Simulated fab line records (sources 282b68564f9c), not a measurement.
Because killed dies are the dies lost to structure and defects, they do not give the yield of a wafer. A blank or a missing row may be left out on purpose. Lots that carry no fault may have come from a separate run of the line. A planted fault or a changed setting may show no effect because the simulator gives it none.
A lot that was struck, set against a sound lot    flow rit_cmos    18 out of 202 route steps
Sound: these wafers, L769.1, L769.2, L769.3. The struck wafers were L775.2, L775.3, L775.4. The cause is given at the end.
Per side, at each step with rows, come the tool, then ch with its chambers, and then its first start. Under that, the readings that differ: sound wafers    struck wafers    difference of the means    sigmas: that difference in standard deviations of wafers without a fault.
alike: readings whose means differ by less than 2 such deviations, and words and numbers that are the same on both sides. not compared: withheld readings, readings that some wafer has no value for, bounds like >300 that may hide the same value, and numbers for which the record gives no deviation and whose values overlap.
The two part at a step that has a row with sigmas, a row that says differs or no value, or rows on one side only. Numbers that have no deviation but don't overlap get no sigmas and don't part them. Lack of a reading on every wafer of one side parts them only where that side has two or more wafers.

RIT_CONTACT_OVL_MEAS_09:
  sound: overlay-02 at day 3 21:39; struck: overlay-01 at day 5 09:50
  alike: CONTACT_OVL
then, 1 step without rows for these wafers: RIT_CONTACT_HARDBAKE_10 (time 60 s).
RIT_CONTACT_ETCH_11: etches SiO2 in CHF3/CF4/Ar, stops on TiSi2, target depth 480 nm, time 310.5 s.
  sound on rie_diel-04 ch 0,2,3, day 3 21:52; struck on rie_diel-03 ch 0,2,3, day 5 10:01
  alike: drypump_motor_current_A, mfc_ar_sccm, oes_product_au, throttle_valve_pct
  not compared: rf_hours_counter_h
RIT_CONTACT_STRIP_12: strips in O2, time 180 s.
  sound on plasma_asher-02 ch 0,1, day 3 22:04; struck on plasma_asher-01 ch 0,1, day 5 10:13
  alike: drypump_motor_current_A
  not compared: rf_hours_counter_h
RIT_CONTACT_CD_MEAS_90: target cd 1000 nm.
  sound: cd_sem-01 at day 3 22:14; struck: cd_sem-02 at day 5 10:25
reading     sound              struck                difference  sigmas
cd_nm (nm)  996.4 997.7 999.9  1002.2 1005.6 1002.8  +5.5        +2
then, 2 steps without rows for these wafers: RIT_CONTACT_CLEAN_13 (cleans in SC1, time 600 s); RIT_CONTACT_CLEAN_14 (cleans in SC2, time 600 s).
RIT_M1_SPUTTER_00: material Al, target thk 400 nm, time 500 s.
  sound: pvd_sputter-04 at day 3 22:43; struck: pvd_sputter-01 at day 5 10:52
  alike: chamber_pressure_pa, throttle_valve_pct
RIT_M1_RS_MEAS_01: measurement is done with a four-point probe.
  sound: film_metro-02 at day 3 23:00; struck: film_metro-02 at day 5 11:11
  alike: M1_AL_RS
RIT_M1_THK_MEAS_02: measures by xrf.
  sound: film_metro-02 at day 3 23:07; struck: film_metro-02 at day 5 11:18
  alike: M1_AL_THK
then, 2 steps without rows for these wafers: RIT_M1_HMDS_03 (prime time 60 s); RIT_M1_COAT_04 (resist thk 1300 nm).
RIT_M1_SOFTBAKE_05: time 60 s.
  sound on litho_track-03 ch 0, day 3 23:29; struck on litho_track-01 ch 0, day 5 11:40
reading                   sound              struck             difference  sigmas
heater_power_total_W (W)  34.49 34.56 34.61  35.80 35.82 35.78  +1.25       +26
plate_temp_C (C)          89.89 90.16 89.97  92.43 92.20 92.52  +2.38       +17
  alike: chill_plate_temp_C
  not compared: model.NOVOLAK_of_M1_COAT_04.thk_nm
then, 2 steps without rows for these wafers: RIT_M1_EXPOSE_06 (exposes mask M12, target cd 2600 nm); RIT_M1_PEB_07.
RIT_M1_DEVELOP_08: develop time 68 s.
  sound: litho_track-02 ch 0; struck: litho_track-01 ch 0
reading                                  sound           struck          difference  sigmas
model.NOVOLAK_of_M1_COAT_04.thk_nm (nm)  1297 1301 1297  1292 1294 1296  -4          
  alike: chill_plate_temp_C
RIT_M1_CD_MEAS_09: target cd 2600 nm.
  sound: cd_sem-02 at day 4 00:04; struck: cd_sem-02 at day 5 12:22
  alike: cd_nm
RIT_M1_PROBE_99:
  sound: prober-01 at day 4 02:44; struck: prober-01 at day 5 15:04
  alike: defect_limited_yield, killed_at_M0_to_M3, killed_at_front_end, killed_dies, killed_open, killed_short, sort_bin_3_pad_short, sort_bin_5_function, sort_bin_6_memory, sort_n_pass, sort_yield_pct

WHERE THEY PART
Last at RIT_M1_SOFTBAKE_05 as far as this record goes, first at RIT_CONTACT_CD_MEAS_90. Later steps at which nothing parts them and some readings are alike: RIT_M1_DEVELOP_08, RIT_M1_CD_MEAS_09, RIT_M1_PROBE_99.

WHY: the cause the simulator had injected
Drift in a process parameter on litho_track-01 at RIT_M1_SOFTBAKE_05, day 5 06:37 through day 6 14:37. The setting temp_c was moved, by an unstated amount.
